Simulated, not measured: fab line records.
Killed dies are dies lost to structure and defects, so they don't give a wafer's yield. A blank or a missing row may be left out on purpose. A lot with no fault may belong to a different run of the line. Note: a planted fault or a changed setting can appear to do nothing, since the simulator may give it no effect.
Check of tool commonality    flow rit_cmos    14 lots and 42 wafers in the sample

REASON FOR OPENING
Of 14 lots, 2 have the reading NLDD_TW flagged at RIT_NLDD_TW_MEAS_10. Wafers without a fault read 2513, standard deviation 30.
Rule: flag the lot when none of its wafers has a number, or when each of its wafers that has one lies beyond 4 standard deviations from that mean. As for the other lots, they are considered sound.

lot   measured     on             NLDD_TW, wafer by wafer  flag
L562  day 2 20:06  film_metro-04  2490 2490 2488           
L563  day 3 02:57  film_metro-01  2540 2540 2549           
L564  day 3 05:33  film_metro-01  2550 2551 2548           
L565  day 3 12:50  film_metro-04  2466 2477 2481           
L567  day 4 00:07  film_metro-03  2479 2475 2487           
L568  day 4 05:33  film_metro-03  2482 2475 2481           
L569  day 4 09:03  film_metro-04  2488 2483 2497           
L570  day 4 18:23  film_metro-03  2496 2490 2497           
L571  day 5 00:16  film_metro-04  2498 2494 2508           
L574  day 5 20:42  film_metro-03  2734 2729 2728           FLAGGED
L578  day 6 12:11  film_metro-04  2708 2706 2708           FLAGGED
L581  day 6 22:50  film_metro-01  2544 2543 2573           
L582  day 7 02:01  film_metro-03  2501 2508 2513           
L583  day 7 05:03  film_metro-04  2488 2504 2474           
On average the flagged lots' numbers are 2719, which is +206 against the usual, or +7 standard deviations.

EACH LOT AND THE TOOL IT RAN ON
2 process steps preceding the reading are held in the record, out of 202 steps in the route. Each cell gives the tool, then ch followed by the chambers the sampled wafers passed through, then the start.
lot   flag     RIT_GATE_STRIP_20                    RIT_NLDD_IMPLANT_08
L562           plasma_asher-01 ch 0, day 2 15:19    implanter-04 ch 0, day 2 19:46
L563           plasma_asher-01 ch 1, day 2 21:58    implanter-02 ch 0, day 3 02:38
L564           plasma_asher-03 ch 0,1, day 3 00:17  implanter-02 ch 0, day 3 05:14
L565           plasma_asher-02 ch 0,1, day 3 07:26  implanter-03 ch 0, day 3 12:33
L567           plasma_asher-01 ch 0,1, day 3 18:49  implanter-03 ch 0, day 3 23:49
L568           plasma_asher-03 ch 0,1, day 3 23:43  implanter-04 ch 0, day 4 05:13
L569           plasma_asher-01 ch 0,1, day 4 01:21  implanter-02 ch 0, day 4 08:43
L570           plasma_asher-02 ch 0,1, day 4 12:19  implanter-03 ch 0, day 4 18:04
L571           plasma_asher-02 ch 1, day 4 17:07    implanter-03 ch 0, day 4 23:56
L574  FLAGGED  plasma_asher-01 ch 0,1, day 5 14:26  implanter-03 ch 0, day 5 20:25
L578  FLAGGED  plasma_asher-01 ch 0,1, day 6 05:31  implanter-03 ch 0, day 6 11:53
L581           plasma_asher-02 ch 0,1, day 6 17:49  implanter-02 ch 0, day 6 22:32
L582           plasma_asher-03 ch 0,1, day 6 21:11  implanter-04 ch 0, day 7 01:42
L583           plasma_asher-02 ch 1, day 7 00:02    implanter-04 ch 0, day 7 04:43
These steps, and what they do:
- RIT_GATE_STRIP_20: strips in O2, time 180 s.
- RIT_NLDD_IMPLANT_08
- RIT_NLDD_TW_MEAS_10

FLAGGED AGAINST TOTAL, ONE TOOL AT A TIME (gauges that did the reading follow at the end)
step                 tool             lots run  flagged  share of the flagged lots  sound lots run after its first flagged lot
RIT_GATE_STRIP_20    plasma_asher-01  6         2        all                        0
RIT_GATE_STRIP_20    plasma_asher-02  5         0        none                       -
RIT_GATE_STRIP_20    plasma_asher-03  3         0        none                       -
RIT_NLDD_IMPLANT_08  implanter-02     4         0        none                       -
RIT_NLDD_IMPLANT_08  implanter-03     6         2        all                        0
RIT_NLDD_IMPLANT_08  implanter-04     4         0        none                       -
RIT_NLDD_TW_MEAS_10  film_metro-01    3         0        none                       -
RIT_NLDD_TW_MEAS_10  film_metro-03    5         1        some                       1 (L582)
RIT_NLDD_TW_MEAS_10  film_metro-04    6         1        some                       1 (L583)

WHAT THE TABLE PERMITS
Table rows that saw every flagged lot: 2, namely plasma_asher-01 at RIT_GATE_STRIP_20 and implanter-03 at RIT_NLDD_IMPLANT_08.
- plasma_asher-01 at RIT_GATE_STRIP_20: 2 of its 6 lots flagged. Its last sound lot is L569 (day 4 01:21), its first flagged lot L574 (day 5 14:26): a fault that began between those two fits.
- implanter-03 at RIT_NLDD_IMPLANT_08: 2 of its 6 lots flagged. Its last sound lot is L571 (day 4 23:56), its first flagged lot L574 (day 5 20:25): a fault that began between those two fits. Its own readings (dose_ions_cm2, faraday_current_uA) fall more than 4 standard deviations out on all wafers of the flagged lots.
Because each of these 2 tools fits a fault that began at some hour, counting lots does not separate them. More lots, or a look at what each step does to the wafer, might.

WHAT WAS PUT IN BY THE SIMULATOR
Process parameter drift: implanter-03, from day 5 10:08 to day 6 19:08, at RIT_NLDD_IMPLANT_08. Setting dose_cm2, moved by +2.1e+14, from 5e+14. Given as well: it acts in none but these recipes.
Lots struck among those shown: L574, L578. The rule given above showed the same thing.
